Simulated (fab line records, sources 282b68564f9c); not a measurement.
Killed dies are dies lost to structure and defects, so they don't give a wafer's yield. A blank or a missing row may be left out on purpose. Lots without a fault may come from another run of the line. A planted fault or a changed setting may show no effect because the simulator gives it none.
fab line records | flow rit_cmos
record lots=5 wafers=15 last_day=7
route steps=202 shown CONTACT@180 M1@184
lots that met no fault: from a run of the same line without faults
start_h: hours from the record's first day to the start of the lot's first wafer shown | wait_h: hours since the lot's step before | " the same as in the row above | L1.1+2: a row that stands for several wafers | - no value, or no start given | * or withheld: withheld | < > ~ a bound
route shown NAME@n: a module of which the file shows steps, and the number in the route of the first | usual: mean/standard deviation of fault-free wafers | same: alike in all rows | chamber/n: place in a boat | sites: the reading at each site | _std_site: their standard deviation | _edge_site: outer sites' mean less inner sites' | radius_mm: how far each site lies from the wafer's centre | mask NAME#n: copy n | behind: the tool/chamber that last shaped the wafer | hold: why the lot was held/for how many hours/how that ended | device: the transistor (n, p or np) that didn't switch | end of line: the same wafers' tests at the end of the route | a step without rows: its recipe alone | killed: dies lost to structure and defects at the first sort, not the wafer's yield | map: a wafer's dies, x killed, . not, _ none there
set.NAME: the setting as run; set.NAME@STEP: as run at that earlier step | model.NAME: the simulator's own value behind a step, which no gauge read
lots at some steps of the route; a table a step, a row a wafer
services: from which hour (start_h, from the record's first day; less than 0 if before it) a tool's chamber was out of use, for how many hours, and why
## steps
# step RIT_CONTACT_STRIP_12
# recipe chemistry=O2 time_s=180 resist=NOVOLAK platen_temp_c=withheld power_w=500 pressure_mtorr=4000 o2_flow_sccm=4000
# usual drypump_motor_current_A=5.8/0.36 o2_flow_sccm=4000/13
# columns lot.wafer tool chamber start_h wait_h drypump_motor_current_A o2_flow_sccm rf_hours_counter_h
L641.3 plasma_asher-01 0 58.43 0.2 6.2 3999 -
L641.4 " 1 " " 6.3 4020 -
L641.5 " 0 " " 6.2 4027 -
L644.2 plasma_asher-03 1 76.67 0.1 5.4 3990 43
L644.3 " 1 " " 5.4 4019 -
L644.4 " 0 " " 6.1 3984 -
L651.2 plasma_asher-03 0 113.58 0.1 6.1 3994 47
L651.4 " 1 " " 5.4 3993 -
L651.6 " 1 " " 5.4 3985 -
L652.2 plasma_asher-03 0 115.59 0.1 6.1 3983 47
L652.4 " 0 " " 6.1 3982 -
L652.6 " 0 " " 6.1 4005 -
L663.2 plasma_asher-04 1 171.54 0.1 5.4 4009 56
L663.3 " 1 " " 5.4 4020 -
L663.4 " 0 " " 5.5 4008 -
# step RIT_CONTACT_CD_MEAS_90
# recipe target_cd_nm=1000
# usual cd_nm=1000.0/2.6
# columns lot.wafer tool chamber start_h wait_h cd_nm
L641.3 cd_sem-02 - 58.59 0.1 1003.4
L641.4 " - " " 1001.4
L641.5 " - " " 1001.2
L644.2 cd_sem-01 - 76.87 0.1 996.7
L644.3 " - " " 999.9
L644.4 " - " " 998.0
L651.2 cd_sem-01 - 113.77 0.1 1003.6
L651.4 " - " " 1000.2
L651.6 " - " " 1002.6
L652.2 cd_sem-01 - 115.85 0.2 1001.6
L652.4 " - " " 1002.2
L652.6 " - " " 1002.3
L663.2 cd_sem-01 - 171.73 0.1 1000.6
L663.3 " - " " 1001.0
L663.4 " - " " 1003.6
# step RIT_CONTACT_CLEAN_13
# recipe chemistry=SC1 mix=3:3:50 time_s=600 temp_c=75
# step RIT_CONTACT_CLEAN_14
# recipe chemistry=SC2 mix=3:3:50 time_s=600 temp_c=75 dry=n2_spin
# step RIT_M1_SPUTTER_00
# recipe material=Al target_thk_nm=400 power_w=2000 chamber_pressure_pa=0.4 gas=Ar time_s=500 substrate_temp_c=25
# usual throttle_valve_pct=30.6/1.2
# columns lot.wafer tool chamber start_h wait_h throttle_valve_pct
L641.3 pvd_sputter-03 - 59.02 0.0 30.7
L641.4 " - " " 29.8
L641.5 " - " " 29.6
L644.2 pvd_sputter-02 - 77.32 0.0 30.3
L644.3 " - " " 31.4
L644.4 " - " " 28.1
L651.2 pvd_sputter-02 - 114.22 0.0 31.5
L651.4 " - " " 32.3
L651.6 " - " " 31.4
L652.2 pvd_sputter-01 - 116.30 0.0 31.6
L652.4 " - " " 29.2
L652.6 " - " " 31.1
L663.2 pvd_sputter-03 - 172.18 0.0 29.6
L663.3 " - " " 30.9
L663.4 " - " " 30.3
# step RIT_M1_RS_MEAS_01
# recipe thk_meas_gauge=four-point-probe reads=Al_of_M1_SPUTTER_00
# usual M1_AL_RS=0.0732/0.0011
# columns lot.wafer tool chamber start_h wait_h M1_AL_RS[ohm/sq]
L641.3 film_metro-02 - 59.35 0.2 0.0740
L641.4 " - " " 0.0742
L641.5 " - " " 0.0738
L644.2 film_metro-01 - 77.63 0.2 0.0741
L644.3 " - " " 0.0718
L644.4 " - " " 0.0735
L651.2 film_metro-01 - 114.54 0.2 0.0725
L651.4 " - " " 0.0744
L651.6 " - " " 0.0722
L652.2 film_metro-01 - 116.61 0.2 0.0740
L652.4 " - " " 0.0730
L652.6 " - " " 0.0740
L663.2 film_metro-01 - 172.50 0.2 0.0739
L663.3 " - " " 0.0741
L663.4 " - " " 0.0739
# step RIT_M1_THK_MEAS_02
# recipe thk_meas_gauge=xrf reads=Al_of_M1_SPUTTER_00
# usual M1_AL_THK=408/6.2
# columns lot.wafer tool chamber start_h wait_h M1_AL_THK[nm]
L641.3 film_metro-02 - 59.45 0.1 403
L641.4 " - " " 403
L641.5 " - " " 407
L644.2 film_metro-01 - 77.74 0.1 402
L644.3 " - " " 416
L644.4 " - " " 405
L651.2 film_metro-01 - 114.65 0.1 414
L651.4 " - " " 405
L651.6 " - " " 416
L652.2 film_metro-01 - 116.72 0.1 405
L652.4 " - " " 414
L652.6 " - " " 407
L663.2 film_metro-01 - 172.61 0.1 404
L663.3 " - " " 403
L663.4 " - " " 402
# step RIT_M1_HMDS_03
# recipe prime_time_s=60 prime_temp_c=140
# step RIT_M1_COAT_04
# recipe resist=NOVOLAK spin_rpm=2000 resist_thk_nm=1300
# step RIT_M1_SOFTBAKE_05
# recipe resist=NOVOLAK temp_c=90 time_s=60
# step RIT_M1_EXPOSE_06
# recipe mask_id=M12 na=0.6 source_shape=conventional sigma_outer=0.5 target_cd_nm=2600 dose_mj=250
# step RIT_M1_PEB_07
# recipe resist=NOVOLAK temp_c=withheld time_s=withheld
# step RIT_M1_DEVELOP_08
# recipe resist=NOVOLAK develop_time_s=65.5 dev_temp_c=23
# usual chill_plate_temp_C=23.00/0.096 developer_temp_C=23.01/0.11 resist_line_temp_C=23.01/0.11
# columns lot.wafer tool chamber start_h wait_h chill_plate_temp_C developer_temp_C resist_line_temp_C
L641.3 litho_track-01 0 60 - 22.90 22.94 23.12
L641.4 " 0 " " 23.07 23.06 23.13
L641.5 " 0 " " 23.03 23.06 22.98
L644.2 litho_track-02 0 78 - 22.96 23.18 22.91
L644.3 " 0 " " 22.95 23.06 22.86
L644.4 " 0 " " 23.05 22.93 23.01
L651.2 litho_track-02 0 115 - 22.82 23.69 23.13
L651.4 " 0 " " 23.00 23.60 22.80
L651.6 " 0 " " 22.82 23.62 22.95
L652.2 litho_track-01 0 117 - 22.89 23.12 22.89
L652.4 " 0 " " 23.11 23.04 22.88
L652.6 " 0 " " 23.03 23.09 23.10
L663.2 litho_track-01 0 173 - 22.88 22.88 23.10
L663.3 " 0 " " 23.01 23.01 23.16
L663.4 " 0 " " 22.87 23.02 22.99
# step RIT_M1_CD_MEAS_09
# recipe target_cd_nm=2600
# usual cd_nm=2600.2/2.2
# columns lot.wafer tool chamber start_h wait_h cd_nm
L641.3 cd_sem-02 - 60.41 - 2596.5
L641.4 " - " " 2598.0
L641.5 " - " " 2597.3
L644.2 cd_sem-01 - 78.82 - 2603.7
L644.3 " - " " 2603.1
L644.4 " - " " 2603.0
L651.2 cd_sem-01 - 115.73 - 2600.2
L651.4 " - " " 2601.2
L651.6 " - " " 2600.3
L652.2 cd_sem-01 - 117.67 - 2602.1
L652.4 " - " " 2597.6
L652.6 " - " " 2599.0
L663.2 cd_sem-01 - 173.68 - 2603.5
L663.3 " - " " 2600.9
L663.4 " - " " 2602.1
# step RIT_M1_PROBE_99
# usual defect_limited_yield=97.4/1.1 killed_at_front_end=6.9/2.9 killed_dies=7.0/2.9 killed_open=3.5/2 killed_short=3.5/2 sort_bin_3_pad_short=0.1/0.22 sort_bin_5_function=1.4/0.73 sort_bin_6_memory=1.1/0.66 sort_n_pass=257.0/2.9 sort_yield_pct=97.4/1.1
# same gross_dies=264 killed_at_M0_to_M3=0 killed_at_M4_up=0 killed_at_back_side=0 killed_at_contacts=0 killed_at_other=0
# columns lot.wafer tool chamber start_h wait_h defect_limited_yield[%] killed_at_front_end killed_dies killed_open killed_short sort_bin_3_pad_short[%] sort_bin_5_function[%] sort_bin_6_memory[%] sort_n_pass sort_yield_pct[%]
L641.3 prober-01 - 66.70 0.2 98.1 5 5 1 4 0 1.5 0.4 259.0 98.1
L641.4 prober-01 - 66.75 0.2 98.5 4 4 1 3 0 0.8 0.8 260.0 98.5
L641.5 prober-01 - 66.80 0.2 98.5 4 4 3 1 0 1.1 0.4 260.0 98.5
L644.2 prober-02 - 81.50 0.1 96.6 9 9 6 3 0.4 1.1 1.9 255.0 96.6
L644.3 prober-02 - 81.55 0.2 98.5 4 4 2 2 0 0.4 1.1 260.0 98.5
L644.4 prober-02 - 81.60 0.2 97.3 7 7 3 4 0 1.5 1.1 257.0 97.3
L651.2 prober-02 - 118.41 0.1 96.2 10 10 5 5 0 3.4 0.4 254.0 96.2
L651.4 prober-02 - 118.51 0.2 97.7 6 6 3 3 0 0.4 1.9 258.0 97.7
L651.6 prober-02 - 118.61 0.2 95.8 11 11 6 5 0.8 1.5 1.9 253.0 95.8
L652.2 prober-02 - 120.42 0.1 95.1 13 13 6 7 0.4 1.9 2.7 251.0 95.1
L652.4 prober-02 - 120.52 0.2 94.3 15 15 10 5 0 3.0 2.7 249.0 94.3
L652.6 prober-02 - 120.62 0.2 96.6 9 9 4 5 0.4 1.1 1.9 255.0 96.6
L663.2 prober-01 - 176.39 0.1 95.1 13 13 8 5 0 1.9 3.0 251.0 95.1
L663.3 prober-01 - 176.44 0.2 96.2 10 10 3 7 0 1.9 1.9 254.0 96.2
L663.4 prober-01 - 176.49 0.2 95.5 12 12 5 7 0 3.0 1.5 252.0 95.5
# killed by level:class
L641.3 GATE:geometric_particle:short=2 FOX1:geometric_particle:short=1 GATE:geometric_particle:open=1 SILICIDE:geometric_particle:short=1
L641.4 GATE:geometric_particle:short=2 REOX:geometric_particle:short=1 REOX:geometric_particle:open=1
L641.5 SPACER:geometric_particle:open=2 GATE:geometric_particle:open=1 REOX:geometric_particle:short=1
L644.2 GATE:geometric_particle:open=3 ACTIVE:geometric_particle:open=1 GATE:geometric_particle:short=1 REOX:geometric_particle:short=1 SPACER:geometric_particle:open=1 SPACER:geometric_particle:short=1 SILICIDE:geometric_particle:open=1
L644.3 GATE:geometric_particle:short=1 GATE:geometric_particle:open=1 SPACER:geometric_particle:short=1 SILICIDE:geometric_particle:open=1
L644.4 GATE:geometric_particle:open=3 GATE:geometric_particle:short=2 FOX2:geometric_particle:short=1 SILICIDE:geometric_particle:short=1
L651.2 FOX1:geometric_particle:open=4 FOX1:geometric_particle:short=2 GATE:geometric_particle:short=2 SPACER:geometric_particle:short=1 GATE:geometric_particle:open=1
L651.4 SPACER:geometric_particle:short=2 FOX1:geometric_particle:open=1 REOX:geometric_particle:short=1 SPACER:geometric_particle:open=1 SILICIDE:geometric_particle:open=1
L651.6 FOX1:geometric_particle:short=2 GATE:geometric_particle:open=2 REOX:geometric_particle:open=2 REOX:geometric_particle:short=2 SPACER:geometric_particle:open=1 SPACER:geometric_particle:short=1 SILICIDE:geometric_particle:open=1
L652.2 GATE:geometric_particle:short=3 FOX2:geometric_particle:short=2 GATE:geometric_particle:open=2 FOX1:geometric_particle:short=1 FOX1:geometric_particle:open=1 REOX:geometric_particle:open=1 SPACER:geometric_particle:open=1 SILICIDE:geometric_particle:short=1
L652.4 REOX:geometric_particle:open=4 GATE:geometric_particle:open=3 FOX1:geometric_particle:short=2 SILICIDE:geometric_particle:short=2 FOX1:geometric_particle:open=1 SPACER:geometric_particle:open=1 SPACER:geometric_particle:short=1 SILICIDE:geometric_particle:open=1
L652.6 GATE:geometric_particle:short=2 GATE:geometric_particle:open=2 SILICIDE:geometric_particle:open=2 FOX1:geometric_particle:short=1 FOX2:geometric_particle:short=1 SILICIDE:geometric_particle:short=1
L663.2 GATE:geometric_particle:short=4 GATE:geometric_particle:open=3 SPACER:geometric_particle:open=2 FOX1:geometric_particle:short=1 FOX1:geometric_particle:open=1 REOX:geometric_particle:open=1 SILICIDE:geometric_particle:open=1
L663.3 SILICIDE:geometric_particle:short=3 GATE:geometric_particle:short=2 GATE:geometric_particle:open=2 ACTIVE:geometric_particle:short=1 FOX1:geometric_particle:short=1 REOX:geometric_particle:open=1
L663.4 FOX1:geometric_particle:open=2 FOX2:geometric_particle:short=2 GATE:geometric_particle:short=2 SILICIDE:geometric_particle:short=2 GATE:geometric_particle:open=1 SPACER:geometric_particle:short=1 SPACER:geometric_particle:open=1 SILICIDE:geometric_particle:open=1
## services
# columns tool chamber start_h hours kind
plasma_asher-04 - 45.41 3.7 repair
pvd_sputter-03 - 51.45 4.5 repair
pvd_sputter-03 - 62.24 0.7 repair
plasma_asher-01 - 89.01 4.5 repair
pvd_sputter-03 - 97.53 30.8 repair
pvd_sputter-03 - 103.34 1.7 repair
plasma_asher-01 - 108.92 9.0 pm
plasma_asher-01 0 108.92 9.0 vent_cycle
plasma_asher-01 1 108.92 9.0 vent_cycle
plasma_asher-01 0 117.92 - clean
plasma_asher-01 1 117.92 - clean
plasma_asher-01 - 121.35 15.5 repair
plasma_asher-04 - 136.70 1.5 repair
plasma_asher-03 - 162.96 2.8 pm
plasma_asher-01 - 167.20 1.8 repair
## key
first_sign step=RIT_M1_DEVELOP_08 reading=developer_temp_C direction=up sigmas=6 usual=* struck=*
effect none on later readings
met_at RIT_M1_DEVELOP_08
struck_wafers L651.2,L651.4,L651.6
onset_between 78 115
fault kind=process_parameter_drift tool=litho_track-02 chamber=- onset_h=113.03 steps=RIT_M1_DEVELOP_08 channel=dev_temp_c offset=* shape=step acts_in=* stated=*
